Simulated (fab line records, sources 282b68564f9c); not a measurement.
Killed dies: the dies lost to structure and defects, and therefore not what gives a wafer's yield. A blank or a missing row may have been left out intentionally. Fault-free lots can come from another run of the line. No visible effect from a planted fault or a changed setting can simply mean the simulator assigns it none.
Chamber matching || flow ritCmos || RIT_ACTIVE_ETCH_13 on rieDiel-03 has 4 sister chambers
The step etches Si3N4 in SF6, stops on SiO2, time 210 s, target depth 210 nm. 8 wafers are shown with their chamber, then 7 later ones without.

WAFERS PAIRED WITH THEIR CHAMBERS
{"wafer": "L550.3", "chamber": 2, "drypumpMotorCurrentA (A)": 5.3, "throttleValvePct (%)": 7.57}
{"wafer": "L553.4", "chamber": 0, "drypumpMotorCurrentA (A)": 5.7, "throttleValvePct (%)": 7.56}
{"wafer": "L554.5", "chamber": 0, "drypumpMotorCurrentA (A)": 5.7, "throttleValvePct (%)": 7.56}
{"wafer": "L560.1", "chamber": 1, "drypumpMotorCurrentA (A)": 6.1, "throttleValvePct (%)": 7.28}
{"wafer": "L560.5", "chamber": 3, "drypumpMotorCurrentA (A)": 5.8, "throttleValvePct (%)": 7.43}
{"wafer": "L560.6", "chamber": 2, "drypumpMotorCurrentA (A)": 5.3, "throttleValvePct (%)": 7.57}
{"wafer": "L561.2", "chamber": 3, "drypumpMotorCurrentA (A)": 5.8, "throttleValvePct (%)": 7.45}
{"wafer": "L561.4", "chamber": 1, "drypumpMotorCurrentA (A)": 6.2, "throttleValvePct (%)": 7.28}

WAFERS WHOSE CHAMBER IS MISSING
{"wafer": "L561.5", "drypumpMotorCurrentA (A)": 6.2, "throttleValvePct (%)": 7.25}
{"wafer": "L564.1", "drypumpMotorCurrentA (A)": 6.2, "throttleValvePct (%)": 7.26}
{"wafer": "L564.3", "drypumpMotorCurrentA (A)": 5.3, "throttleValvePct (%)": 7.57}
{"wafer": "L564.6", "drypumpMotorCurrentA (A)": 5.7, "throttleValvePct (%)": 7.56}
{"wafer": "L568.2", "drypumpMotorCurrentA (A)": 5.8, "throttleValvePct (%)": 7.44}
{"wafer": "L568.3", "drypumpMotorCurrentA (A)": 5.9, "throttleValvePct (%)": 7.42}
{"wafer": "L568.5", "drypumpMotorCurrentA (A)": 5.8, "throttleValvePct (%)": 7.44}

CHAMBER TAKEN BY EACH
{"wafer": "L561.5", "from the rows above": 1, "in truth": 1}
{"wafer": "L564.1", "from the rows above": 1, "in truth": 1}
{"wafer": "L564.3", "from the rows above": 2, "in truth": 2}
{"wafer": "L564.6", "from the rows above": 0, "in truth": 0}
{"wafer": "L568.2", "from the rows above": 3, "in truth": 3}
{"wafer": "L568.3", "from the rows above": 3, "in truth": 3}
{"wafer": "L568.5", "from the rows above": 3, "in truth": 3}
Correct placement for 7 of the 7. Can't be placed from these rows: 0. Placed wrongly: 0.
How it was worked out, from the rows above alone: a wafer's distance from a chamber is the root of the sum, over the readings, of the square of ((its reading less the chamber's mean) divided by the reading's scatter). The wafer belongs to the nearest chamber; if the next one is less than 2 further off, it can't be placed. Each chamber's mean is taken over the wafers shown for it. The scatter: the root of (the sum of the squares of (reading less its chamber's mean) over the shown wafers, divided by (wafers less chambers)).
